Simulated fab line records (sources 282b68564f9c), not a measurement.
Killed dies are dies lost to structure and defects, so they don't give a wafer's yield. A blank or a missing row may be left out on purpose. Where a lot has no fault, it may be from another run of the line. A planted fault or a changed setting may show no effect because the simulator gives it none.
Check for tools in common || flow ritCmos || Sampled: 14 lots, 42 wafers

== REASON IT WAS OPENED ==
Of 14 lots, 2 have the reading PRETRO_TW flagged at RIT_PRETRO_TW_MEAS_10. No-fault wafers: 476, standard deviation 5.5.
Rule: a lot is flagged when every wafer of it that has a number lies more than 4 standard deviations from that mean, or none has a number. All remaining lots are regarded as sound.

{"lot": "L661", "measured": "day 2 14:25", "on": "filmMetro-03", "PRETRO_TW, wafer by wafer": "476 474 475", "flag": ""}
{"lot": "L663", "measured": "day 3 01:25", "on": "filmMetro-02", "PRETRO_TW, wafer by wafer": "481 483 480", "flag": ""}
{"lot": "L664", "measured": "day 3 06:31", "on": "filmMetro-02", "PRETRO_TW, wafer by wafer": "479 480 481", "flag": ""}
{"lot": "L665", "measured": "day 3 10:11", "on": "filmMetro-03", "PRETRO_TW, wafer by wafer": "473 471 474", "flag": ""}
{"lot": "L667", "measured": "day 3 20:30", "on": "filmMetro-03", "PRETRO_TW, wafer by wafer": "477 472 472", "flag": ""}
{"lot": "L669", "measured": "day 4 07:01", "on": "filmMetro-02", "PRETRO_TW, wafer by wafer": "482 482 485", "flag": ""}
{"lot": "L670", "measured": "day 4 12:02", "on": "filmMetro-02", "PRETRO_TW, wafer by wafer": "481 484 480", "flag": ""}
{"lot": "L674", "measured": "day 5 06:13", "on": "filmMetro-02", "PRETRO_TW, wafer by wafer": "477 481 477", "flag": ""}
{"lot": "L677", "measured": "day 5 23:28", "on": "filmMetro-03", "PRETRO_TW, wafer by wafer": "30 30 30", "flag": "FLAGGED"}
{"lot": "L678", "measured": "day 6 04:34", "on": "filmMetro-01", "PRETRO_TW, wafer by wafer": "30 30 30", "flag": "FLAGGED"}
{"lot": "L680", "measured": "day 6 14:58", "on": "filmMetro-03", "PRETRO_TW, wafer by wafer": "473 472 470", "flag": ""}
{"lot": "L681", "measured": "day 6 20:43", "on": "filmMetro-02", "PRETRO_TW, wafer by wafer": "482 483 483", "flag": ""}
{"lot": "L682", "measured": "day 6 23:30", "on": "filmMetro-01", "PRETRO_TW, wafer by wafer": "467 469 467", "flag": ""}
{"lot": "L683", "measured": "day 7 03:11", "on": "filmMetro-01", "PRETRO_TW, wafer by wafer": "468 467 469", "flag": ""}
The mean of the flagged lots' numbers is 30, -446 from the usual (-81 standard deviations).

== TOOL THAT RAN EACH LOT ==
The record keeps 1 process step preceding the reading, out of 202 steps on the route. Read each cell as the tool, then ch plus the chambers that the sampled wafers visited, then the start.
{"lot": "L661", "flag": "", "RIT_NRETRO_STRIP_09": "plasmaAsher-04 ch 0,1, day 2 12:41"}
{"lot": "L663", "flag": "", "RIT_NRETRO_STRIP_09": "plasmaAsher-03 ch 0,1, day 2 23:32"}
{"lot": "L664", "flag": "", "RIT_NRETRO_STRIP_09": "plasmaAsher-01 ch 0,1, day 3 04:34"}
{"lot": "L665", "flag": "", "RIT_NRETRO_STRIP_09": "plasmaAsher-03 ch 0,1, day 3 08:26"}
{"lot": "L667", "flag": "", "RIT_NRETRO_STRIP_09": "plasmaAsher-04 ch 0,1, day 3 18:46"}
{"lot": "L669", "flag": "", "RIT_NRETRO_STRIP_09": "plasmaAsher-01 ch 0,1, day 4 05:10"}
{"lot": "L670", "flag": "", "RIT_NRETRO_STRIP_09": "plasmaAsher-01 ch 0,1, day 4 10:10"}
{"lot": "L674", "flag": "", "RIT_NRETRO_STRIP_09": "plasmaAsher-04 ch 0,1, day 5 04:29"}
{"lot": "L677", "flag": "FLAGGED", "RIT_NRETRO_STRIP_09": "plasmaAsher-01 ch 0,1, day 5 21:44"}
{"lot": "L678", "flag": "FLAGGED", "RIT_NRETRO_STRIP_09": "plasmaAsher-03 ch 0,1, day 6 02:45"}
{"lot": "L680", "flag": "", "RIT_NRETRO_STRIP_09": "plasmaAsher-04 ch 0,1, day 6 13:07"}
{"lot": "L681", "flag": "", "RIT_NRETRO_STRIP_09": "plasmaAsher-04 ch 0,1, day 6 19:02"}
{"lot": "L682", "flag": "", "RIT_NRETRO_STRIP_09": "plasmaAsher-01 ch 0,1, day 6 21:43"}
{"lot": "L683", "flag": "", "RIT_NRETRO_STRIP_09": "plasmaAsher-03 ch 0,1, day 7 01:26"}
What these steps do:
- RIT_NRETRO_STRIP_09: strips in O2, time 180 s.
- RIT_PRETRO_TW_MEAS_10

== FLAGGED AGAINST TOTAL, ONE TOOL AT A TIME (gauges that did the reading follow at the end) ==
{"step": "RIT_NRETRO_STRIP_09", "tool": "plasmaAsher-01", "lots run": 5, "flagged": 1, "share of the flagged lots": "some", "sound lots run after its first flagged lot": "1 (L682)"}
{"step": "RIT_NRETRO_STRIP_09", "tool": "plasmaAsher-03", "lots run": 4, "flagged": 1, "share of the flagged lots": "some", "sound lots run after its first flagged lot": "1 (L683)"}
{"step": "RIT_NRETRO_STRIP_09", "tool": "plasmaAsher-04", "lots run": 5, "flagged": 0, "share of the flagged lots": "none", "sound lots run after its first flagged lot": "-"}
{"step": "RIT_PRETRO_TW_MEAS_10", "tool": "filmMetro-01", "lots run": 3, "flagged": 1, "share of the flagged lots": "some", "sound lots run after its first flagged lot": "2 (L682,L683)"}
{"step": "RIT_PRETRO_TW_MEAS_10", "tool": "filmMetro-02", "lots run": 6, "flagged": 0, "share of the flagged lots": "none", "sound lots run after its first flagged lot": "-"}
{"step": "RIT_PRETRO_TW_MEAS_10", "tool": "filmMetro-03", "lots run": 5, "flagged": 1, "share of the flagged lots": "some", "sound lots run after its first flagged lot": "1 (L680)"}

== THE TABLE: WHAT IT ALLOWS ==
No row of the table ran every flagged lot.

== WHAT THE SIMULATOR PUT IN ==
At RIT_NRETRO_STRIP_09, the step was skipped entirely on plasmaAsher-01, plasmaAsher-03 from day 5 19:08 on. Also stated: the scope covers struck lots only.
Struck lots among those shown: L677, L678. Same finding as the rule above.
